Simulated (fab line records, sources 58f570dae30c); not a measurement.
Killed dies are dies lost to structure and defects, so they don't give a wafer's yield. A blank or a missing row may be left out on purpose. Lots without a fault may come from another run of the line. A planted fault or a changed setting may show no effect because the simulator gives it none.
A struck lot beside a sound one | flow berkeley_cmos170 | 16 steps out of a route of 331
Sound: wafers L732.1, L732.2, L732.6. Struck: wafers L740.2, L740.3, L740.6. The cause comes at the end.
At each step with rows: each side's tool, then ch and its chambers, then its first start. Under that, the readings that differ: sound wafers | struck wafers | difference of the means | sigmas: that difference in standard deviations of wafers without a fault.
alike: readings whose means differ by less than 2 such deviations, and words and numbers that are the same on both sides. not compared: withheld readings, readings that some wafer has no value for, bounds like >300 that may hide the same value, and numbers for which the record gives no deviation and whose values overlap.
The two part at a step that has a row with sigmas, a row that says differs or no value, or rows on one side only. Numbers that don't overlap but have no deviation are shown without sigmas and don't part them. A reading that every wafer of one side lacks parts them only if that side has two wafers or more.

first, 1 step without rows for these wafers: UCB170_PLDD_DEVELOP_05 (develop time 45 s).
UCB170_PLDD_CD_MEAS_06: target cd 1200 nm.
  sound on cd_sem-01, day 6 23:20; struck on cd_sem-01, day 9 09:22
  alike: cd_nm
UCB170_PLDD_OVL_MEAS_07:
  sound on overlay-02, day 6 23:28; struck on overlay-02, day 9 09:28
  reading       | sound  | struck     | difference | sigmas
  PLDD_OVL (nm) | 5 7 16 | -14 -6 -12 | -20        | -4
then, 2 steps without rows for these wafers: UCB170_PLDD_IMPLANT_08; UCB170_PLDD_IMPLANT_09.
UCB170_PLDD_STRIP_10: strips in O2.
  sound on plasma_asher-04 ch 0,1, day 6 23:48; struck on plasma_asher-03 ch 0,1, day 9 15:08
  alike: drypump_motor_current_A, oes_product_au, strip_time_to_endpoint_s
  not compared: rf_hours_counter_h
UCB170_PLDD_TW_MEAS_11:
  sound on film_metro-03, day 6 23:54; struck on film_metro-03, day 9 15:15
  alike: PLDD_TW
then, 5 steps without rows for these wafers: UCB170_PLDD_CLEAN_12 (cleans in SPM, time 600 s); UCB170_NLDD_HMDS_00 (prime time 60 s); UCB170_NLDD_COAT_01 (resist thk 907.7 nm); UCB170_NLDD_SOFTBAKE_02 (time 60 s); UCB170_NLDD_EXPOSE_03 (exposes mask NSELECT, target cd 1200 nm).
UCB170_NLDD_PEB_04:
  sound on litho_track-01 ch 0, day 7 01:25; struck on litho_track-03 ch 0, day 9 17:12
  reading                  | sound                | struck               | difference | sigmas
  heater_power_total_W (W) | 56.82 56.85 56.80    | 49.79 49.80 49.70    | -7.06      | -99 or more
  plate_temp_C (C)         | 130.05 129.92 129.83 | 117.34 117.29 117.31 | -12.62     | -90
then, 1 step without rows for these wafers: UCB170_NLDD_DEVELOP_05 (develop time 45 s).
UCB170_NLDD_CD_MEAS_06: target cd 1200 nm.
  sound on cd_sem-02, day 7 01:41; struck on cd_sem-01, day 9 17:50
  reading    | sound                | struck               | difference | sigmas
  cd_nm (nm) | 1200.4 1201.5 1200.2 | 1059.7 1058.4 1057.9 | -142.0     | -99 or more
  not compared: hold
UCB170_M3_PROBE_99:
  the record has rows for the sound wafers here (prober-02, day 8 19:19) and none for the struck ones

WHERE THEY PART
First at UCB170_PLDD_OVL_MEAS_07; last, within this record, at UCB170_M3_PROBE_99.

WHY: what the simulator had put in
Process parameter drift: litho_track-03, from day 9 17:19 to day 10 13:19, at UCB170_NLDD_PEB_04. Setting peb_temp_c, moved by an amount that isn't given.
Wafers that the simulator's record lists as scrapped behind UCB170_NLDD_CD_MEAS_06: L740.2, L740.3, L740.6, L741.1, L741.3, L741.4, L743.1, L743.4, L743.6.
